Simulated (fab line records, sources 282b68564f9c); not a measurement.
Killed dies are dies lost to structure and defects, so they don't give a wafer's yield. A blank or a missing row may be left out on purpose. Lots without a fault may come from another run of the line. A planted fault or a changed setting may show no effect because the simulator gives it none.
Which tool did it? | flow rit_cmos | 13 lots, 39 wafers sampled, at 5 steps of a route of 202

WHAT THE GAUGES READ, wafer by wafer
RIT_PSD_OVL_MEAS_06. Usual: PSD_OVL -0.6 nm, standard deviation 1.6.
lot  | measured    | on         | PSD_OVL (nm)   | flag
L395 | day 3 00:13 | overlay-02 | -1.1 -1.5 -1.6 |
L397 | day 3 11:39 | overlay-01 | -1.0 0.6 -0.4  |
L398 | day 3 16:07 | overlay-01 | 1.5 0.3 0.6    |
L399 | day 3 22:47 | overlay-01 | -0.4 -1.5 0.3  |
L400 | day 4 03:20 | overlay-01 | -0.2 0.0 0.6   |
L401 | day 4 07:41 | overlay-02 | 0.0 1.6 -1.4   |
L402 | day 4 11:41 | overlay-01 | -1.8 -2.7 -4.1 |
L403 | day 5 02:25 | overlay-01 | -1.7 1.9 -0.1  |
L410 | day 6 08:28 | overlay-01 | -1.3 0.1 -1.0  |
L414 | day 6 23:38 | overlay-01 | 0.6 2.4 0.7    |
L415 | day 7 04:29 | overlay-02 | -3.3 -3.7 -3.9 |
L416 | day 7 08:59 | overlay-02 | -1.1 -1.8 1.2  |
L418 | day 7 23:07 | overlay-01 | 1.8 -0.1 0.4   |

RIT_CONTACT_THK_MEAS_01. Usual: CONTACT_TEOS_THK 399 nm, standard deviation 5.6.
lot  | measured    | on            | CONTACT_TEOS_THK (nm) | flag
L395 | day 3 02:19 | film_metro-03 | 399 390 404           |
L397 | day 3 13:43 | film_metro-04 | 401 406 403           |
L398 | day 3 18:14 | film_metro-01 | 395 405 406           |
L399 | day 4 00:52 | film_metro-04 | 396 397 401           |
L400 | day 4 05:24 | film_metro-03 | 393 401 399           |
L401 | day 4 09:44 | film_metro-01 | 402 393 401           |
L402 | day 4 13:45 | film_metro-04 | 400 393 400           |
L403 | day 5 04:28 | film_metro-04 | 387 394 399           |
L410 | day 6 10:34 | film_metro-04 | 499 403 509           | OFF
L414 | day 7 01:40 | film_metro-03 | 397 396 398           |
L415 | day 7 06:33 | film_metro-01 | 395 399 400           |
L416 | day 7 11:02 | film_metro-04 | 400 401 406           |
L418 | day 8 01:18 | film_metro-04 | 397 401 393           |

WHICH TOOL RAN EACH LOT (tool, then ch and the chambers of the sampled wafers, then the start)
lot  | RIT_PWELL_STRIP_09                  | RIT_SILICIDE_RTA_06             | RIT_CONTACT_CVD_00
L395 | plasma_asher-03 ch 0,1, day 1 23:04 | rtp_anneal-01 ch 0, day 3 02:12 | pecvd-02 ch 1,2, day 3 02:16
L397 | plasma_asher-02 ch 0,1, day 2 09:58 | rtp_anneal-01 ch 0, day 3 13:36 | pecvd-04 ch 0,1, day 3 13:38
L398 | plasma_asher-02 ch 0,1, day 2 14:20 | rtp_anneal-02 ch 0, day 3 18:07 | pecvd-02 ch 0,1,2, day 3 18:10
L399 | plasma_asher-03 ch 0,1, day 2 20:17 | rtp_anneal-01 ch 0, day 4 00:45 | pecvd-03 ch 0,1,2, day 4 00:49
L400 | plasma_asher-01 ch 0,1, day 2 23:33 | rtp_anneal-02 ch 0, day 4 05:17 | pecvd-04 ch 1,2, day 4 05:20
L401 | plasma_asher-03 ch 0,1, day 3 05:20 | rtp_anneal-02 ch 0, day 4 09:38 | pecvd-02 ch 0,1,2, day 4 09:41
L402 | plasma_asher-01 ch 0,1, day 3 10:39 | rtp_anneal-02 ch 0, day 4 13:38 | pecvd-03 ch 0,1, day 4 13:42
L403 | plasma_asher-03 ch 0,1, day 3 16:52 | rtp_anneal-02 ch 0, day 5 04:21 | pecvd-04 ch 0,1,2, day 5 04:25
L410 | plasma_asher-01 ch 0,1, day 5 06:24 | rtp_anneal-02 ch 0, day 6 10:26 | pecvd-02 ch 0,2, day 6 10:30
L414 | plasma_asher-02 ch 0,1, day 5 21:34 | rtp_anneal-01 ch 0, day 7 01:33 | pecvd-03 ch 1,2, day 7 01:37
L415 | plasma_asher-02 ch 0,1, day 6 02:52 | rtp_anneal-02 ch 0, day 7 06:26 | pecvd-04 ch 0,1, day 7 06:29
L416 | plasma_asher-01 ch 0,1, day 6 07:16 | rtp_anneal-01 ch 0, day 7 10:55 | pecvd-03 ch 1,2, day 7 10:59
L418 | plasma_asher-02 ch 0,1, day 6 20:02 | rtp_anneal-01 ch 0, day 8 01:11 | pecvd-04 ch 0,1,2, day 8 01:14
- RIT_PWELL_STRIP_09: strips in O2, time 180 s.
- RIT_SILICIDE_RTA_06: time 10 s, ramp up 5 s, ramp down 10 s.
- RIT_CONTACT_CVD_00: deposits SiO2 from TEOS, target thk 400 nm, time 61 s.

WHAT THE TOOLS THEMSELVES READ (means of the sampled wafers that have a number; where no wafer has one, the mark that the record gives instead)
RIT_PWELL_STRIP_09. Usual: drypump_motor_current_A 5.37 A, standard deviation 0.28; o2_flow_sccm 4000 sccm, standard deviation 10.
lot  | tool            | drypump_motor_current_A (A) | o2_flow_sccm (sccm) | flag
L395 | plasma_asher-03 | 5.28                        | 3999                |
L397 | plasma_asher-02 | 5.37                        | 4013                |
L398 | plasma_asher-02 | 5.40                        | 3999                |
L399 | plasma_asher-03 | 5.28                        | 4006                |
L400 | plasma_asher-01 | 5.27                        | 4005                |
L401 | plasma_asher-03 | 5.60                        | 3992                |
L402 | plasma_asher-01 | 5.29                        | 3995                |
L403 | plasma_asher-03 | 5.59                        | 3999                |
L410 | plasma_asher-01 | 5.30                        | 4008                |
L414 | plasma_asher-02 | 5.39                        | 4009                |
L415 | plasma_asher-02 | 5.39                        | 4002                |
L416 | plasma_asher-01 | 5.27                        | 4007                |
L418 | plasma_asher-02 | 5.37                        | 3991                |

RIT_SILICIDE_RTA_06. Usual: wafer_temp_C_max 753.7, standard deviation 0.78.
lot  | tool          | wafer_temp_C_max | flag
L395 | rtp_anneal-01 | 754.6            |
L397 | rtp_anneal-01 | 753.7            |
L398 | rtp_anneal-02 | 753.4            |
L399 | rtp_anneal-01 | 753.7            |
L400 | rtp_anneal-02 | 753.6            |
L401 | rtp_anneal-02 | 753.2            |
L402 | rtp_anneal-02 | 753.4            |
L403 | rtp_anneal-02 | 753.6            |
L410 | rtp_anneal-02 | 753.9            |
L414 | rtp_anneal-01 | 753.8            |
L415 | rtp_anneal-02 | 753.2            |
L416 | rtp_anneal-01 | 754.3            |
L418 | rtp_anneal-01 | 755.2            |

RIT_CONTACT_CVD_00. Usual: heater_power_w 336 W, standard deviation 59.
lot  | tool     | heater_power_w (W) | flag
L395 | pecvd-02 | 255                |
L397 | pecvd-04 | 333                |
L398 | pecvd-02 | 323                |
L399 | pecvd-03 | 355                |
L400 | pecvd-04 | 340                |
L401 | pecvd-02 | 306                |
L402 | pecvd-03 | 362                |
L403 | pecvd-04 | 336                |
L410 | pecvd-02 | 369                |
L414 | pecvd-03 | 380                |
L415 | pecvd-04 | 307                |
L416 | pecvd-03 | 369                |
L418 | pecvd-04 | 361                |

THE ANSWER, worked out from the rows above alone
Rule: a lot is off if the mean of its wafers that have a number lies more than 3 standard deviations from the usual mean. A lot without any number at a reading at which 4 lots or more have one is off too. The other lots that the step has rows for count as sound. The gauges are gone through in route order, then the tools' own readings, and for those a lot's mean is taken as printed above. The first step at which some lot is off is used, and at that step the reading that is off furthest; a lot without a number counts as furthest.
Off: L410, at RIT_CONTACT_THK_MEAS_01 (CONTACT_TEOS_THK).
A tool fits if, at a process step before that reading, it ran every lot that is off, and no sound lot after the first of them. The gauges at RIT_CONTACT_THK_MEAS_01 are tried like those tools. One fits: pecvd-02 at RIT_CONTACT_CVD_00. Its last sound lot is L401 (day 4 09:41), its first lot that is off L410 (day 6 10:30): a fault that began between those two fits.

WHAT THE SIMULATOR HAD PUT IN
Process parameter drift: pecvd-02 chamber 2, from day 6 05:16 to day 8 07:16, at RIT_CONTACT_CVD_00. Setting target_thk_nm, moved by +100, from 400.
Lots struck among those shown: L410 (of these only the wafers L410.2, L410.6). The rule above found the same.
